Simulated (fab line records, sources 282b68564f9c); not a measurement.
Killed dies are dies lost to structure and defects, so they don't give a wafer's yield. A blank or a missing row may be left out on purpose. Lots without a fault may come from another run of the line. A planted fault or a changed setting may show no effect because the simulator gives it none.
Which tool did it? | flow rit_cmos | 15 lots, 45 wafers sampled, at 5 steps of a route of 202

WHAT THE GAUGES READ, wafer by wafer
RIT_NRETRO_OVL_MEAS_06.
lot  | measured    | on         | NRETRO_OVL (nm)
L259 | day 2 07:19 | overlay-01 | 0.4 0.2 2.9
L260 | day 2 10:34 | overlay-02 | -1.2 -1.7 -0.9
L261 | day 2 17:49 | overlay-01 | -0.1 -0.9 -0.4
L262 | day 2 22:47 | overlay-02 | 1.1 0.6 2.1
L263 | day 3 04:17 | overlay-02 | 2.7 2.3 2.1
L265 | day 3 13:30 | overlay-02 | 3.9 3.6 2.3
L266 | day 3 18:49 | overlay-02 | -1.4 -0.1 1.9
L267 | day 4 03:23 | overlay-01 | 0.2 -0.8 -0.7
L269 | day 4 10:57 | overlay-02 | 0.1 2.1 3.1
L270 | day 4 15:59 | overlay-02 | 0.1 -0.9 0.5
L271 | day 4 21:51 | overlay-02 | 0.8 0.1 3.0
L272 | day 5 02:49 | overlay-02 | 1.9 3.0 1.6
L279 | day 7 01:59 | overlay-01 | 2.9 0.5 1.7
L280 | day 7 02:13 | overlay-02 | -0.2 1.4 0.4
L281 | day 7 15:35 | overlay-01 | 2.9 0.6 1.2

RIT_PRETRO_TW_MEAS_10.
lot  | measured    | on            | PRETRO_TW
L259 | day 2 09:34 | film_metro-03 | 480 477 479
L260 | day 2 12:44 | film_metro-04 | 464 463 464
L261 | day 2 20:10 | film_metro-04 | 463 466 465
L262 | day 3 01:09 | film_metro-01 | 475 476 474
L263 | day 3 06:44 | film_metro-03 | 478 478 477
L265 | day 3 15:47 | film_metro-04 | 461 461 464
L266 | day 3 20:58 | film_metro-03 | 476 477 477
L267 | day 4 05:56 | film_metro-04 | 462 463 463
L269 | day 4 13:32 | film_metro-01 | 473 476 474
L270 | day 4 18:16 | film_metro-04 | 467 464 468
L271 | day 5 00:08 | film_metro-03 | 478 478 477
L272 | day 5 05:02 | film_metro-03 | 477 482 477
L279 | day 7 04:16 | film_metro-04 | 466 466 468
L280 | day 7 04:31 | film_metro-04 | 465 465 467
L281 | day 7 17:58 | film_metro-03 | 482 482 482

RIT_GATE_THK_MEAS_07.
lot  | measured    | on            | GATE_OXIDE_THK (nm)
L259 | day 2 11:28 | film_metro-04 | 3.10 3.20 3.09
L260 | day 2 15:37 | film_metro-01 | 2.99 3.04 3.00
L261 | day 3 01:09 | film_metro-02 | 3.11 3.08 3.12
L262 | day 3 03:03 | film_metro-01 | 2.95 2.93 3.01
L263 | day 3 13:17 | film_metro-04 | 3.02 3.06 2.97
L265 | day 3 19:46 | film_metro-04 | 3.17 3.02 3.10
L266 | day 4 02:24 | film_metro-01 | 3.03 3.04 3.05
L267 | day 4 11:12 | film_metro-04 | 5.19 5.16 5.16 5.11 5.17 5.15
L269 | day 4 22:28 | film_metro-04 | 3.04 3.09 3.09
L270 | day 5 02:29 | film_metro-01 | 4.95 4.97 4.93 4.93 4.97 4.84
L271 | day 5 02:25 | film_metro-01 | 3.05 3.03 2.98
L272 | day 5 09:20 | film_metro-02 | 5.31 5.24 5.28 5.29 5.27 5.27
L279 | day 7 09:07 | film_metro-02 | 3.04 3.02 3.09
L280 | day 7 09:07 | film_metro-04 | 2.97 2.87 2.97
L281 | day 7 22:57 | film_metro-01 | 3.12 3.11 3.08

WHICH TOOL RAN EACH LOT (tool, then ch and the chambers of the sampled wafers, then the start)
lot  | RIT_ACTIVE_STRIP_14                 | RIT_GATE_OXIDATION_05
L259 | plasma_asher-04 ch 0,1, day 1 17:25 | furnace-04 ch 0, day 2 10:08
L260 | plasma_asher-02 ch 0, day 1 20:45   | furnace-01 ch 0, day 2 13:16
L261 | plasma_asher-01 ch 0,1, day 2 00:52 | furnace-03 ch 0, day 2 22:35
L262 | plasma_asher-01 ch 0,1, day 2 05:54 | furnace-04 ch 0, day 3 01:42
L263 | plasma_asher-02 ch 0,1, day 2 11:49 | furnace-01 ch 0, day 3 10:38
L265 | plasma_asher-04 ch 0,1, day 2 21:41 | furnace-01 ch 0, day 3 16:46
L266 | plasma_asher-02 ch 0,1, day 3 03:48 | furnace-03 ch 0, day 3 22:59
L267 | plasma_asher-01 ch 0,1, day 3 07:19 | furnace-01 ch 0, day 4 06:33 and furnace-03 ch 0, day 4 09:38
L269 | plasma_asher-01 ch 0,1, day 3 18:00 | furnace-03 ch 0, day 4 17:16
L270 | plasma_asher-01 ch 0,1, day 3 22:21 | furnace-03 ch 0, day 4 22:27
L271 | plasma_asher-01 ch 0,1, day 4 04:47 | furnace-03 ch 0, day 5 01:05
L272 | plasma_asher-04 ch 0,1, day 4 08:38 | furnace-04 ch 0, day 5 06:03 and furnace-03 ch 0, day 5 07:31
L279 | plasma_asher-01 ch 0,1, day 5 22:13 | furnace-01 ch 0, day 7 05:52
L280 | plasma_asher-01 ch 0,1, day 6 00:22 | furnace-01 ch 0, day 7 05:52
L281 | plasma_asher-01 ch 0,1, day 6 08:37 | furnace-03 ch 0, day 7 19:43
- RIT_ACTIVE_STRIP_14: strips in O2, time 180 s.
- RIT_GATE_OXIDATION_05: target thk 3 nm, ox time 270 s.

WHAT THE TOOLS THEMSELVES READ (means of the sampled wafers that have a number; where no wafer has one, the mark that the record gives instead)
RIT_ACTIVE_STRIP_14.
lot  | tool            | drypump_motor_current_A (A)
L259 | plasma_asher-04 | 5.9
L260 | plasma_asher-02 | 6.6
L261 | plasma_asher-01 | 5.7
L262 | plasma_asher-01 | 5.7
L263 | plasma_asher-02 | 6.2
L265 | plasma_asher-04 | 5.9
L266 | plasma_asher-02 | 5.9
L267 | plasma_asher-01 | 5.7
L269 | plasma_asher-01 | 5.8
L270 | plasma_asher-01 | 5.7
L271 | plasma_asher-01 | 5.8
L272 | plasma_asher-04 | 5.9
L279 | plasma_asher-01 | 5.7
L280 | plasma_asher-01 | 5.8
L281 | plasma_asher-01 | 5.8

RIT_GATE_OXIDATION_05.
lot  | tool                  | tube_center_temp_C (C)
L259 | furnace-04            | 900
L260 | furnace-01            | 900
L261 | furnace-03            | 900
L262 | furnace-04            | 900
L263 | furnace-01            | 900
L265 | furnace-01            | 900
L266 | furnace-03            | 900
L267 | furnace-01/furnace-03 | 900
L269 | furnace-03            | 900
L270 | furnace-03            | 900
L271 | furnace-03            | 900
L272 | furnace-04/furnace-03 | 900
L279 | furnace-01            | 900
L280 | furnace-01            | 900
L281 | furnace-03            | 900

THE ANSWER, worked out from the rows above alone
Rule: what is usual is taken from the lots themselves. Put in order of their means at a reading, lots are off if they are a third of the lots or fewer, leave a main group of 4 or more, and stand apart from it by a gap of 3 or more times the standard deviation of the main group's means; of several such gaps the widest counts. A main group whose means are all the same, to the digits that the tables above print for the reading, isn't used. A lot without any number at a reading at which 4 lots or more have one is off too. The other lots that the step has rows for count as sound. The gauges are gone through in route order, then the tools' own readings, and for those a lot's mean is taken as printed above. The first step at which some lot is off is used, and at that step the reading that is off furthest; a lot without a number counts as furthest.
Off: L267, L270, L272, at RIT_GATE_THK_MEAS_07 (GATE_OXIDE_THK). The main group: mean 3.05 nm, standard deviation 0.057.
A tool fits if, at a process step before that reading, it ran every lot that is off, and no sound lot after the first of them. The gauges at RIT_GATE_THK_MEAS_07 are tried like those tools. None of those tried fits.

WHAT THE SIMULATOR HAD PUT IN
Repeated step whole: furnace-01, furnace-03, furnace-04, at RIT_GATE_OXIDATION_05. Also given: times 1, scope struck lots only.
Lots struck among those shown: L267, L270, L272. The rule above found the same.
